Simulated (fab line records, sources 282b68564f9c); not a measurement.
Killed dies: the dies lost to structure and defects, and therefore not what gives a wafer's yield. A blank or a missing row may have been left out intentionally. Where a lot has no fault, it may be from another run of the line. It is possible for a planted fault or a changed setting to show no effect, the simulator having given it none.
Which of the tools did it? || flow ritCmos || 7 lots with 21 wafers sampled at 2 steps, on a route of 202 steps

== WHAT THE GAUGES READ, wafer by wafer ==
RIT_GATE_THK_MEAS_09.
{"lot": "L642", "measured": "day 2 18:43", "on": "filmMetro-01", "GATE_POLY_THK (nm)": "252.0 251.2 251.0"}
{"lot": "L645", "measured": "day 3 07:19", "on": "filmMetro-04", "GATE_POLY_THK (nm)": "250.9 250.1 252.1"}
{"lot": "L647", "measured": "day 3 18:26", "on": "filmMetro-04", "GATE_POLY_THK (nm)": "248.9 245.8 252.0"}
{"lot": "L650", "measured": "day 4 08:18", "on": "filmMetro-01", "GATE_POLY_THK (nm)": "249.5 249.0 248.3"}
{"lot": "L654", "measured": "day 5 04:56", "on": "filmMetro-04", "GATE_POLY_THK (nm)": "249.2 249.5 246.3"}
{"lot": "L656", "measured": "day 5 16:11", "on": "filmMetro-04", "GATE_POLY_THK (nm)": "238.2 238.7 237.4"}
{"lot": "L664", "measured": "day 7 05:58", "on": "filmMetro-01", "GATE_POLY_THK (nm)": "248.0 248.4 247.9"}

== WHAT TOOL EACH LOT RAN ON (gives the tool, then ch and the chambers of the sampled wafers, and finally the start) ==
{"lot": "L642", "RIT_GATE_CVD_08": "lpcvd-01 ch 0, day 2 17:05"}
{"lot": "L645", "RIT_GATE_CVD_08": "lpcvd-01 ch 0, day 3 05:41"}
{"lot": "L647", "RIT_GATE_CVD_08": "lpcvd-01 ch 0, day 3 16:49"}
{"lot": "L650", "RIT_GATE_CVD_08": "lpcvd-01 ch 0, day 4 06:40"}
{"lot": "L654", "RIT_GATE_CVD_08": "lpcvd-02 ch 1, day 5 03:17"}
{"lot": "L656", "RIT_GATE_CVD_08": "lpcvd-02 ch 1, day 5 13:46"}
{"lot": "L664", "RIT_GATE_CVD_08": "lpcvd-01 ch 1, day 7 04:20"}
- RIT_GATE_CVD_08: deposits poly-Si from SiH4, target thk 250 nm, time 2220 s.

== THE ANSWER, worked out from the rows above alone ==
Rule: usual is defined by the lots themselves. The widest of any qualifying gaps counts: lots, ordered by their means at a reading, are off when they make up no more than a third of the lots, leave a main group of 4 or more, and stand apart from it by 3 or more times the standard deviation of that group's means. A main group whose means are all the same, to the digits that the tables above print for the reading, isn't used. Also off: a lot with no number at a reading for which 4 or more lots have one. The other lots that the step has rows for count as sound.
Off: L656, seen at RIT_GATE_THK_MEAS_09 (GATE_POLY_THK). The main group has a mean of 249.4 nm with a standard deviation of 1.3.
A tool fits if, at a process step before that reading, it ran every lot that is off, and no sound lot after the first of them. The gauges at RIT_GATE_THK_MEAS_09 are tried like those tools. Undecided on this evidence; 2 tools fit (lpcvd-02 at RIT_GATE_CVD_08, filmMetro-04 at RIT_GATE_THK_MEAS_09).

== WHAT THE SIMULATOR PUT IN ==
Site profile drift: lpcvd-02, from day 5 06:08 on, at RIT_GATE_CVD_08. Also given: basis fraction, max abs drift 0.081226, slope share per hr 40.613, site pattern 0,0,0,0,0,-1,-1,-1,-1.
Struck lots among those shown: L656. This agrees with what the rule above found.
